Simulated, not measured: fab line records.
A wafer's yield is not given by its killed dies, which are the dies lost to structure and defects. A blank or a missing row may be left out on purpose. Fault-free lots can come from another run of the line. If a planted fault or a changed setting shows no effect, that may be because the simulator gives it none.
Problem report in the 8D (eight disciplines) form, filled by code | flow ritCmos | the parts of the form that need people (team, actions taken, sign-off) are left out

## 1. THE ISSUE
Wafers free of any fault read 0.7 nm (standard deviation 1.2) for PSD_OVL at RIT_PSD_OVL_MEAS_06, against a mean of 130.4 nm on 6 wafers of 2 lots. So: +99 or more standard deviations from the usual mean.
Seen first at day 5 00:37 on overlay-02, wafer L604.2. Wafers with a number at this step in the record: 42, from 14 lots. By rule, "out" or "out of limits" means more than 4 standard deviations away from the usual mean. All remaining wafers that have a number are taken as sound.

## 2. WHAT IT IS; WHAT IT IS NOT
question                    | is                     | is not
which readings at this step | PSD_OVL                | -
which lots                  | L604, L608             | L595, L596, L597, L599, L600, L603, L610, L611, L612, L615, L617, L618
which wafers of those lots  | all that have a number | -
read on which gauges        | overlay-02             | overlay-01
when                        | from day 5 00:37       | up to then (15 sound wafers); but 21 sound wafers of L603, L610, L611, L612, L615, L617, L618 came after

## 3. THE SUSPECTS, EACH WITH WHAT RULES IT OUT
Counting: a tool at a process step up to the reading stays a suspect if it ran every lot that is out and no sound lot after the first of them.
- the gauge at RIT_PSD_OVL_MEAS_06: kept. All the wafers that are out were read on overlay-02, and no step on other tools shows them out.
- ilineStepper-02 at RIT_PSD_EXPOSE_03 (exposes mask M10, target cd 40900 nm): kept. Every lot that is out went through it, starting with L604 (day 5 00:14), and after that it ran no sound lot; the last sound lot it ran before then is L599 (day 4 06:26).
After counting, ilineStepper-02 at RIT_PSD_EXPOSE_03 and overlay-02 at RIT_PSD_OVL_MEAS_06 remain.

## 4. THE CAUSE (what the simulator had put in)
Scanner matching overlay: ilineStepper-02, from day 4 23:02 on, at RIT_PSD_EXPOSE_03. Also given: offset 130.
This tool is one of the 2 suspects left after counting.

## 5. THE EFFECT CHAIN, in route order
Each row: a reading whose mean over the struck wafers that have a number lies more than 3 standard deviations from the usual. Only readings for which the record gives a usual standard deviation are gone through. hours: the time from each lot's start at the first step in this table that gives one to its start at this step, as a median over the lots. sigmas: the change in usual standard deviations.
hours | step                | reading | usual  | on struck wafers | change | sigmas
0     | RIT_PSD_OVL_MEAS_06 | PSD_OVL | 0.7 nm | 130.4            | +129.7 | +99 or more

## 6. HOW IT WOULD HAVE BEEN CAUGHT EARLIER
Counted from the fault's start at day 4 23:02, it took 2 hours until the first out-of-limits reading at a measuring or inspecting step in this record, taken at day 5 00:37.
L608, from the lots that are out (2), started RIT_PSD_EXPOSE_03 on ilineStepper-02 later than day 5 00:37. Had the tool been put on hold then, it would have been spared.
